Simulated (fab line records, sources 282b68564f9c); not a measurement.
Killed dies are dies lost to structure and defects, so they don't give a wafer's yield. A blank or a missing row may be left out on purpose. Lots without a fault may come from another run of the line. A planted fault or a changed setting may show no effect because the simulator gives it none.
Tool commonality check | flow rit_cmos | 15 lots, 45 wafers sampled

WHY IT WAS OPENED
At RIT_REOX_THK_MEAS_04 the reading REOX_OXIDE_THK is flagged on 3 of 15 lots. Wafers without a fault read 25.4 nm, standard deviation 0.56.
Rule: a lot is flagged when every wafer of it that has a number lies more than 4 standard deviations from that mean, or none has a number. The other lots count as sound.

lot  | measured    | on            | REOX_OXIDE_THK (nm), wafer by wafer | flag
L576 | day 2 19:26 | film_metro-04 | 25.8 25.4 25.5                      |
L577 | day 3 03:17 | film_metro-01 | 24.6 25.0 24.5                      |
L578 | day 3 09:00 | film_metro-04 | 25.1 24.9 25.2                      |
L580 | day 3 16:41 | film_metro-01 | 24.8 24.5 24.7                      |
L581 | day 3 22:05 | film_metro-04 | 25.1 25.4 25.2                      |
L582 | day 4 04:07 | film_metro-04 | 25.7 25.7 25.5                      |
L583 | day 4 15:10 | film_metro-03 | 25.8 25.9 26.1                      |
L585 | day 4 19:49 | film_metro-01 | 24.9 25.4 25.1                      |
L587 | day 5 06:37 | film_metro-03 | 24.8 25.1 24.9                      |
L588 | day 5 09:50 | film_metro-03 | 14.6 14.6 14.9                      | FLAGGED
L589 | day 5 14:31 | film_metro-01 | 25.8 25.3 25.5                      |
L590 | day 5 19:52 | film_metro-03 | 15.0 15.2 15.2                      | FLAGGED
L591 | day 6 01:40 | film_metro-04 | 15.9 15.8 15.9                      | FLAGGED
L596 | day 7 02:37 | film_metro-03 | 26.5 26.1 26.1                      |
L597 | day 7 05:11 | film_metro-01 | 26.6 26.6 26.5                      |
The numbers of the flagged lots are 15.2 nm on average: -10.2 nm against the usual, or -18 standard deviations.

WHICH TOOL RAN EACH LOT
The record holds 1 process step before the reading, out of a route of 202 steps. In each cell: the tool, then ch and the chambers that the sampled wafers went through, then the start.
lot  | flag    | RIT_REOX_OXIDATION_03
L576 |         | furnace-03 ch 0, day 2 16:53
L577 |         | furnace-04 ch 0, day 3 00:44
L578 |         | furnace-03 ch 0, day 3 06:26
L580 |         | furnace-04 ch 0, day 3 14:08
L581 |         | furnace-01 ch 0, day 3 19:32
L582 |         | furnace-03 ch 0, day 4 01:34
L583 |         | furnace-03 ch 0, day 4 12:37
L585 |         | furnace-01 ch 0, day 4 17:16
L587 |         | furnace-04 ch 0, day 5 04:04
L588 | FLAGGED | furnace-01 ch 0, day 5 07:17
L589 |         | furnace-04 ch 0, day 5 11:57
L590 | FLAGGED | furnace-01 ch 0, day 5 17:18
L591 | FLAGGED | furnace-01 ch 0, day 5 23:07
L596 |         | furnace-04 ch 0, day 7 00:04
L597 |         | furnace-04 ch 0, day 7 02:37
What these steps do:
- RIT_REOX_OXIDATION_03: target thk 25.2 nm, ox time 5580 s.
- RIT_REOX_THK_MEAS_04

FLAGGED OVER TOTAL, TOOL BY TOOL (the gauges that took the reading come last)
step                  | tool          | lots run | flagged | share of the flagged lots | sound lots run after its first flagged lot
RIT_REOX_OXIDATION_03 | furnace-01    | 5        | 3       | all                       | 0
RIT_REOX_OXIDATION_03 | furnace-03    | 4        | 0       | none                      | -
RIT_REOX_OXIDATION_03 | furnace-04    | 6        | 0       | none                      | -
RIT_REOX_THK_MEAS_04  | film_metro-01 | 5        | 0       | none                      | -
RIT_REOX_THK_MEAS_04  | film_metro-03 | 5        | 2       | some                      | 1 (L596)
RIT_REOX_THK_MEAS_04  | film_metro-04 | 5        | 1       | some                      | 0

WHAT THE TABLE ALLOWS
1 row of the table ran every flagged lot: furnace-01 at RIT_REOX_OXIDATION_03.
- furnace-01 at RIT_REOX_OXIDATION_03: 3 of its 5 lots flagged. Its last sound lot is L585 (day 4 17:16), its first flagged lot L588 (day 5 07:17): a fault that began between those two fits.
One tool is left: furnace-01 at RIT_REOX_OXIDATION_03.

WHAT THE SIMULATOR HAD PUT IN
Process parameter drift: furnace-01, from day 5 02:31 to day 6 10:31, at RIT_REOX_OXIDATION_03. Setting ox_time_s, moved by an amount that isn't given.
Lots struck among those shown: L588, L590, L591. The rule above found the same.
